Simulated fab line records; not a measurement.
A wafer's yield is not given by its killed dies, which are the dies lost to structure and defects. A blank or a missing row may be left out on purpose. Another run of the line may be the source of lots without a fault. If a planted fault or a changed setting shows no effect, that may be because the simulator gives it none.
Which tool did it? + flow rit-cmos + 21 wafers from 7 lots sampled at 3 of the route's 202 steps

## WHAT THE GAUGES READ, wafer by wafer
RIT_SDANNEAL_RS_MEAS_04: uses a four-point probe to measure.
| lot  | measured    | on            | PSD_RS (ohm/sq)   |
|------|-------------|---------------|-------------------|
| L727 | day 3 16:13 | film-metro-01 | 115.9 115.5 115.4 |
| L729 | day 4 07:29 | film-metro-03 | 116.0 116.1 115.9 |
| L732 | day 4 19:42 | film-metro-01 | 116.1 115.9 116.0 |
| L734 | day 5 06:17 | film-metro-03 | 115.8 115.8 115.9 |
| L736 | day 5 15:07 | film-metro-02 | 116.2 115.8 115.9 |
| L744 | day 7 09:21 | film-metro-03 | 72.6 72.9 72.9    |
| L747 | day 7 23:38 | film-metro-02 | 115.7 116.0 115.7 |

## WHICH TOOL RAN EACH LOT (tool, then ch and the chambers of the sampled wafers, then the start)
| lot  | RIT_GATE_STRIP_20                   | RIT_SDANNEAL_RTA_03             |
|------|-------------------------------------|---------------------------------|
| L727 | plasma-asher-04 ch 0,1, day 3 03:56 | rtp-anneal-01 ch 0, day 3 16:10 |
| L729 | plasma-asher-01 ch 0,1, day 3 18:33 | rtp-anneal-01 ch 0, day 4 07:26 |
| L732 | plasma-asher-01 ch 0,1, day 4 06:52 | rtp-anneal-02 ch 0, day 4 19:38 |
| L734 | plasma-asher-04 ch 0,1, day 4 15:46 | rtp-anneal-02 ch 0, day 5 06:13 |
| L736 | plasma-asher-01 ch 0,1, day 5 01:14 | rtp-anneal-02 ch 0, day 5 15:03 |
| L744 | plasma-asher-01 ch 0,1, day 6 21:14 | rtp-anneal-02 ch 0, day 7 09:16 |
| L747 | plasma-asher-04 ch 0,1, day 7 10:37 | rtp-anneal-01 ch 0, day 7 23:35 |
- RIT_GATE_STRIP_20: strips in O2, time 180 s.
- RIT_SDANNEAL_RTA_03: time 5 s.

## THE ANSWER, worked out from the rows above alone
Rule: the usual values come from the lots themselves. Put in order of their means at a reading, lots are off if they are a third of the lots or fewer, leave a main group of 4 or more, and stand apart from it by a gap of 3 or more times the standard deviation of the main group's means; of several such gaps the widest counts. A main group is skipped when, at the precision printed for the reading in the tables above, its means are all equal. Also off: a lot with no number at a reading for which 4 or more lots have one. Any other lot the step has rows for is counted as sound.
Off: L744, at RIT_SDANNEAL_RS_MEAS_04 (PSD_RS). The main group has a mean of 115.9 ohm/sq with a standard deviation of 0.14.
If a tool, at a process step before that reading, ran all the lots that are off and no sound lot after the first of them, it fits. Those tools and the gauges at RIT_SDANNEAL_RS_MEAS_04 are tried in the same way. Can't be told from this: 3 tools fit, plasma-asher-01 at RIT_GATE_STRIP_20, rtp-anneal-02 at RIT_SDANNEAL_RTA_03, film-metro-03 at RIT_SDANNEAL_RS_MEAS_04.

## WHAT THE SIMULATOR HAD PUT IN
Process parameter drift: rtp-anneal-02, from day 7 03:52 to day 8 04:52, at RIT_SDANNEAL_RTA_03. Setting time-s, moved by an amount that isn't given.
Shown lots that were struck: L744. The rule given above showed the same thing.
